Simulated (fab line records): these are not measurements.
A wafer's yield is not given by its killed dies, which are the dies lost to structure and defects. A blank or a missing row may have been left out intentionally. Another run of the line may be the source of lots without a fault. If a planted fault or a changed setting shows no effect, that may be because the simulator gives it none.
Split-lot experiment / flow rit_cmos / route with 202 steps; 5 lots, 23 wafers read

ON THE SPLIT
At RIT_GATE_COAT_11 (resist thk 850 nm), the setting spin_rpm was moved away from the recipe's 4250 rpm on 10 of the 23 wafers read, by -5.9% to +6.2%. All remaining wafers had this setting at the recipe value.

The reading is taken at the split's own step.

THE READING
NOVOLAK_of_GATE_COAT_11.thk_nm (the simulator's own value, which no gauge read), in nm, at RIT_GATE_COAT_11 (resist thk 850 nm). There is no usual value for it anywhere in the file. The 13 wafers here that ran the recipe average 848.4 nm, standard deviation 2.6 nm.

wafer=L075.1; tool, chamber at the split=litho_track-02, 0; spin_rpm as run, rpm=4250; against the recipe=recipe; NOVOLAK_of_GATE_COAT_11.thk_nm, nm=848.3; against lot-mates on the recipe=-
wafer=L075.2; tool, chamber at the split=litho_track-02, 0; spin_rpm as run, rpm=4250; against the recipe=recipe; NOVOLAK_of_GATE_COAT_11.thk_nm, nm=846.7; against lot-mates on the recipe=-
wafer=L075.3; tool, chamber at the split=litho_track-02, 0; spin_rpm as run, rpm=4250; against the recipe=recipe; NOVOLAK_of_GATE_COAT_11.thk_nm, nm=847.3; against lot-mates on the recipe=-
wafer=L075.4; tool, chamber at the split=litho_track-02, 0; spin_rpm as run, rpm=4169; against the recipe=-1.9%; NOVOLAK_of_GATE_COAT_11.thk_nm, nm=857.9; against lot-mates on the recipe=+10.5
wafer=L075.5; tool, chamber at the split=litho_track-02, 0; spin_rpm as run, rpm=4169; against the recipe=-1.9%; NOVOLAK_of_GATE_COAT_11.thk_nm, nm=853.3; against lot-mates on the recipe=+5.9
wafer=L077.1; tool, chamber at the split=litho_track-02, 0; spin_rpm as run, rpm=4250; against the recipe=recipe; NOVOLAK_of_GATE_COAT_11.thk_nm, nm=846.3; against lot-mates on the recipe=-
wafer=L077.3; tool, chamber at the split=litho_track-02, 0; spin_rpm as run, rpm=4001; against the recipe=-5.9%; NOVOLAK_of_GATE_COAT_11.thk_nm, nm=871.5; against lot-mates on the recipe=+26.0
wafer=L077.4; tool, chamber at the split=litho_track-02, 0; spin_rpm as run, rpm=4001; against the recipe=-5.9%; NOVOLAK_of_GATE_COAT_11.thk_nm, nm=873.3; against lot-mates on the recipe=+27.8
wafer=L077.5; tool, chamber at the split=litho_track-02, 0; spin_rpm as run, rpm=4250; against the recipe=recipe; NOVOLAK_of_GATE_COAT_11.thk_nm, nm=844.6; against lot-mates on the recipe=-
wafer=L077.6; tool, chamber at the split=litho_track-02, 0; spin_rpm as run, rpm=4001; against the recipe=-5.9%; NOVOLAK_of_GATE_COAT_11.thk_nm, nm=872.3; against lot-mates on the recipe=+26.8
wafer=L078.1; tool, chamber at the split=litho_track-01, 0; spin_rpm as run, rpm=4512; against the recipe=+6.2%; NOVOLAK_of_GATE_COAT_11.thk_nm, nm=823.2; against lot-mates on the recipe=-24.9
wafer=L078.2; tool, chamber at the split=litho_track-01, 0; spin_rpm as run, rpm=4250; against the recipe=recipe; NOVOLAK_of_GATE_COAT_11.thk_nm, nm=848.9; against lot-mates on the recipe=-
wafer=L078.3; tool, chamber at the split=litho_track-01, 0; spin_rpm as run, rpm=4512; against the recipe=+6.2%; NOVOLAK_of_GATE_COAT_11.thk_nm, nm=821.5; against lot-mates on the recipe=-26.6
wafer=L078.5; tool, chamber at the split=litho_track-01, 0; spin_rpm as run, rpm=4250; against the recipe=recipe; NOVOLAK_of_GATE_COAT_11.thk_nm, nm=847.3; against lot-mates on the recipe=-
wafer=L078.6; tool, chamber at the split=litho_track-01, 0; spin_rpm as run, rpm=4512; against the recipe=+6.2%; NOVOLAK_of_GATE_COAT_11.thk_nm, nm=822.5; against lot-mates on the recipe=-25.6
wafer=L080.1; tool, chamber at the split=litho_track-01, 0; spin_rpm as run, rpm=4250; against the recipe=recipe; NOVOLAK_of_GATE_COAT_11.thk_nm, nm=847.2; against lot-mates on the recipe=-
wafer=L080.2; tool, chamber at the split=litho_track-01, 0; spin_rpm as run, rpm=4250; against the recipe=recipe; NOVOLAK_of_GATE_COAT_11.thk_nm, nm=846.3; against lot-mates on the recipe=-
wafer=L080.6; tool, chamber at the split=litho_track-01, 0; spin_rpm as run, rpm=4250; against the recipe=recipe; NOVOLAK_of_GATE_COAT_11.thk_nm, nm=849.5; against lot-mates on the recipe=-
wafer=L084.1; tool, chamber at the split=litho_track-02, 0; spin_rpm as run, rpm=4250; against the recipe=recipe; NOVOLAK_of_GATE_COAT_11.thk_nm, nm=849.2; against lot-mates on the recipe=-
wafer=L084.3; tool, chamber at the split=litho_track-02, 0; spin_rpm as run, rpm=4493; against the recipe=+5.7%; NOVOLAK_of_GATE_COAT_11.thk_nm, nm=830; against lot-mates on the recipe=-22.1
wafer=L084.4; tool, chamber at the split=litho_track-02, 0; spin_rpm as run, rpm=4493; against the recipe=+5.7%; NOVOLAK_of_GATE_COAT_11.thk_nm, nm=827.7; against lot-mates on the recipe=-24.4
wafer=L084.5; tool, chamber at the split=litho_track-02, 0; spin_rpm as run, rpm=4250; against the recipe=recipe; NOVOLAK_of_GATE_COAT_11.thk_nm, nm=855.1; against lot-mates on the recipe=-
wafer=L084.6; tool, chamber at the split=litho_track-02, 0; spin_rpm as run, rpm=4250; against the recipe=recipe; NOVOLAK_of_GATE_COAT_11.thk_nm, nm=852.1; against lot-mates on the recipe=-

FIT RESULTS
A straight line over all 23 wafers: NOVOLAK_of_GATE_COAT_11.thk_nm changes by -3.98 nm for each +1% of spin_rpm; r = -0.99; the points scatter about the line by 2.5 nm.
The same after taking each lot's own level away (the mean of its wafers on the recipe; 23 wafers): -4.31 nm for each +1%; r = -1.00; scatter 1.6 nm.
On that fit, the largest move of spin_rpm shifts the reading by 27 nm.
The span of the lots' own levels, 845.45 to 852.13 nm, comes to 2.5 times the standard deviation stated above.
The two slopes agree, so the slope changes little with the lot-to-lot level.
Check: -26.4 nm against its lot-mates is what the line predicts for one of the wafers moved furthest among these (+6.2%) when that wafer is left out of the fit. Against them it came out at -24.9 nm.

OTHER SPLITS ON THESE WAFERS
Other splits were also applied to these wafers ahead of the reading. Each is held against what the fit with the lots' levels taken away leaves over:
other split on the same wafers=RIT_NRETRO_COAT_01 spin_rpm; wafers away from the commonest value=6; r with NOVOLAK_of_GATE_COAT_11.thk_nm (lot level and that fit taken away)=-0.02
other split on the same wafers=RIT_NRETRO_SOFTBAKE_02 temp_c; wafers away from the commonest value=9; r with NOVOLAK_of_GATE_COAT_11.thk_nm (lot level and that fit taken away)=-0.25
other split on the same wafers=RIT_PRETRO_IMPLANT_08 dose_cm2; wafers away from the commonest value=8; r with NOVOLAK_of_GATE_COAT_11.thk_nm (lot level and that fit taken away)=-0.06

THE FILE'S OWN FIT
NOVOLAK_of_GATE_COAT_11.thk_nm changes by -4.28 nm for each +1% of spin_rpm, r = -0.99.
